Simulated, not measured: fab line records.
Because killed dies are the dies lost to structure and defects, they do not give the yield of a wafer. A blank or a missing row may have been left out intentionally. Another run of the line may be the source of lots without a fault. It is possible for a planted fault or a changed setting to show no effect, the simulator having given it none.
Chamber matching -- flow berkeley cmos170 -- UCB170_NWELL_ETCH_13 on rie diel-02: 4 sister chambers
The step etches Si3N4 in CH3F/Ar/O2, stops on SiO2, target depth 246.4 nm, time 154 s. 8 wafers are shown with their chamber, then 10 later ones without.

== WAFERS PAIRED WITH THEIR CHAMBERS ==
wafer,chamber,throttle valve pct (%),drypump motor current A (A)
L078.5,3,7.95,6.12
L080.2,2,8.28,5.73
L080.6,2,8.27,5.76
L085.3,1,8.18,5.59
L085.4,0,8.25,5.53
L085.5,1,8.19,5.62
L087.2,0,8.25,5.51
L087.3,3,7.96,6.12

== WAFERS WITHOUT THEIR CHAMBER ==
wafer,throttle valve pct (%),drypump motor current A (A)
L087.6,8.19,5.60
L089.3,7.95,6.10
L089.5,8.18,5.53
L089.6,8.26,5.54
L093.2,7.93,6.08
L093.4,8.26,5.54
L093.6,8.26,5.53
L095.2,8.25,5.55
L095.5,7.95,6.11
L095.6,8.24,5.52

== CHAMBER TAKEN BY EACH ==
wafer,from the rows above,in truth
L087.6,1,1
L089.3,3,3
L089.5,1,1
L089.6,0,0
L093.2,3,3
L093.4,0,0
L093.6,0,0
L095.2,0,0
L095.5,3,3
L095.6,0,0
Placed correctly: 10 of 10. Number that these rows cannot place: 0. 0 placed wrongly.
How it was worked out, from the rows above alone: a wafer's distance from a chamber is the root of the sum, over the readings, of the square of ((its reading less the chamber's mean) divided by the reading's scatter). The wafer belongs to the nearest chamber; if the next one is less than 2 further off, it can't be placed. For every chamber, the mean is computed from those of its wafers that are shown. The scatter is the square root of a quotient: the sum, over the shown wafers, of each reading's squared deviation from its chamber's mean, divided by wafers minus chambers.
